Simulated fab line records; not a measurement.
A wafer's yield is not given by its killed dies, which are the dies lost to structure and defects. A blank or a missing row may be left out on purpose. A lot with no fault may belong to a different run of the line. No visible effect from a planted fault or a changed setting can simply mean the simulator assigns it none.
Comparing a struck lot with a sound one    flow rit-cmos    17 steps out of a route of 202
Sound: the wafers L445.1, L445.2, L445.6. Wafers struck: L447.2, L447.5, L447.6. The cause is given at the end.
For every step that has rows: the tool of each side, followed by ch and its chambers, followed by its first start. Under that, the readings that differ: sound wafers    struck wafers    difference of the means    sigmas: that difference in standard deviations of wafers without a fault.
alike: words and numbers the same on both sides, and readings whose means are apart by under 2 such deviations; not compared: readings that were withheld, readings missing a value for some wafer, numbers with overlapping values and no deviation given by the record, and bounds like >300 which may hide the same value.
A row with sigmas, a row that says differs or no value, or rows on one side alone: a step with any of these is where the two part. When numbers do not overlap yet have no deviation, they are printed without sigmas and do not part them. A reading that every wafer of one side lacks parts them only if that side has two wafers or more.

first, 1 step without rows for these wafers: RIT_GATE_HARDBAKE_18 (time 60 s).
RIT_GATE_ETCH_19: etches poly-Si in SF6/CHF3/O2, stops on SiO2, time 165 s, target depth 312.5 nm.
  sound on rie-si-02 ch 1,2,3, day 5 18:44; struck on rie-si-02 ch 1,2, day 6 03:32
  alike: drypump-motor-current-A, he-backside-leak-sccm, oes-product-au, throttle-valve-pct
  not compared: rf-hours-counter-h
RIT_GATE_STRIP_20: strips in O2, time 180 s.
  sound on plasma-asher-03 ch 0,1, day 5 18:50; struck on plasma-asher-03 ch 0,1, day 6 03:39
  alike: drypump-motor-current-A
  not compared: rf-hours-counter-h
RIT_GATE_CD_MEAS_90 targets a cd of 150 nm.
  sound: cd-sem-01 at day 5 19:01; struck: cd-sem-02 at day 6 03:51
  alike: cd-nm
then, 4 steps without rows for these wafers: RIT_REOX_CLEAN_00 (cleans in SC1, time 600 s); RIT_REOX_CLEAN_01 (cleans in dHF, time 30 s); RIT_REOX_CLEAN_02 (cleans in SC2, time 600 s); RIT_REOX_OXIDATION_03 (target thk 25.2 nm, ox time 5580 s).
RIT_REOX_THK_MEAS_04:
  sound: film-metro-04 at day 5 22:22; struck: film-metro-01 at day 6 07:18
  alike: REOX_OXIDE_THK
then, 3 steps without rows for these wafers: RIT_NLDD_HMDS_00 (prime time 60 s); RIT_NLDD_COAT_01 (resist thk 1000 nm); RIT_NLDD_SOFTBAKE_02 (time 60 s).
RIT_NLDD_EXPOSE_03: exposes mask M7, target cd 40700 nm.
  sound on iline-stepper-02 ch 0, day 5 23:01; struck on iline-stepper-01 ch 0, day 6 07:51
reading                       sound                    struck                difference  sigmas
model.NLDD.overlay-x-nm (nm)  -0.7419 -0.7419 -0.7419  -150.2 -150.2 -150.2  -149.5      
  alike: mask
then, 2 steps without rows for these wafers: RIT_NLDD_PEB_04; RIT_NLDD_DEVELOP_05 (develop time 50 s).
RIT_NLDD_OVL_MEAS_06:
  sound: overlay-01 at day 5 23:25; struck: overlay-02 at day 6 08:26
reading        sound           struck                difference  sigmas
NLDD_OVL (nm)  -2.2 -2.8 -1.5  -152.8 -151.8 -152.6  -150.2      -99 or more
  not compared: hold
RIT_M1_PROBE_99:
  sound wafers here have rows in the record (prober-02, day 6 15:04); struck ones have none

## WHERE THEY PART
Earliest at RIT_NLDD_OVL_MEAS_06; latest, in this record, at RIT_M1_PROBE_99.

WHY: whatever the simulator had introduced
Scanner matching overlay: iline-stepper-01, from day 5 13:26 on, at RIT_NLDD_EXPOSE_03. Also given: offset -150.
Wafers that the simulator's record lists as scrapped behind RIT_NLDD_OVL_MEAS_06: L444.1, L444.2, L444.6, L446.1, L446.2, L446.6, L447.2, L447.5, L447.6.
